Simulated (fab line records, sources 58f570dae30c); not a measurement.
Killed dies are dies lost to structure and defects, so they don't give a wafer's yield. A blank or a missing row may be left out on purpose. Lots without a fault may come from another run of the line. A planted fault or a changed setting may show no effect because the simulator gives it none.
Chamber matching | flow berkeley_cmos170 | UCB170_V1_CMP_02 on cmp-02: 4 sister chambers
The step polishes SiO2. 4 wafers are shown with their chamber, then 7 later ones without.

WAFERS WITH THEIR CHAMBER
wafer  | chamber | motor_current_A (A)
L578.5 | 0       | 17.7
L578.6 | 3       | 16.3
L585.1 | 1       | 16.8
L585.2 | 2       | 14.9

WAFERS WITHOUT THEIR CHAMBER
wafer  | motor_current_A (A)
L585.5 | 16.7
L588.1 | 15.8
L588.2 | 16.9
L588.3 | 17.5
L589.2 | 18.8
L589.4 | 16.3
L589.6 | 16.0

WHICH CHAMBER EACH WENT THROUGH
wafer  | from the rows above          | in truth
L585.5 | can't be placed: 1 or 3 or 0 | 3
L588.1 | can't be placed: 3 or 2 or 1 | 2
L588.2 | can't be placed: 1 or 3 or 0 | 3
L588.3 | can't be placed: 0 or 1      | 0
L589.2 | can't be placed: 0 or 1      | 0
L589.4 | can't be placed: 3 or 1      | 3
L589.6 | can't be placed: 3 or 1 or 2 | 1
Placed correctly: 0 of 7. Can't be placed from these rows: 7 (the true chamber is among the candidates in 7). Placed wrongly: 0.
How it was worked out, from the rows above alone: a wafer's distance from a chamber is the root of the sum, over the readings, of the square of ((its reading less the chamber's mean) divided by the reading's scatter). The wafer belongs to the nearest chamber; if the next one is less than 2 further off, it can't be placed. A chamber's mean is the mean of its shown wafers. The scatter: with one shown wafer a chamber, the root of the mean of the squares of how far each hidden wafer lies from its nearest shown one.
